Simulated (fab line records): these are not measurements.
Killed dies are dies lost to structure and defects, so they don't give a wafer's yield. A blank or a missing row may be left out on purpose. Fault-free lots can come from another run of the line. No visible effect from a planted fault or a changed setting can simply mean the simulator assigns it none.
Struck lot and sound lot, side by side + flow berkeley-cmos170 + 3 steps out of a route of 331
Sound: wafers L849.1, L849.4, L849.5. The struck wafers were L838.2, L838.5, L838.6. The cause is named last.
For every step that has rows: the tool of each side, followed by ch and its chambers, followed by its first start. Under that, the readings that differ: sound wafers + struck wafers + difference of the means + sigmas: that difference in standard deviations of wafers without a fault.
alike: same words and numbers on both sides, and readings whose means sit less than 2 such deviations apart. not compared: any withheld reading, any reading some wafer has no value for, any bound like >300 that may hide the same value, and any number with overlapping values for which the record gives no deviation.
The two part at a step that has a row with sigmas, a row that says differs or no value, or rows on one side only. Numbers that don't overlap but have no deviation are shown without sigmas and don't part them. Lack of a reading on every wafer of one side parts them only where that side has two or more wafers.

UCB170_START_BOW_MEAS_00:
  sound on film-metro-04 at day 4 18:00; struck on film-metro-03 at day 2 11:01
  alike: INCOMING_BOW
then, 1 step without rows for these wafers: UCB170_START_CLEAN_01 (cleans in dHF, time 60 s).
UCB170_START_OXIDATION_02: target thk 20 nm, ox time 1800 s.
  sound on furnace-01 ch 0, day 4 20:12; struck on furnace-03, day 2 14:52
  no value came back on the struck wafers for ox-temp-c (C), ox-temp-c-max, spike-tc-load-C (C), spike-tc-source-C (C); on the sound wafers ox-temp-c (C) reads 949.7 949.7 949.9

## WHERE THEY PART
Only at UCB170_START_OXIDATION_02, as far as this record shows.

WHY: whatever the simulator had introduced
Beginning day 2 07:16, the whole step at UCB170_START_OXIDATION_02 was skipped on furnace-03. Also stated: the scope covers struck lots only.
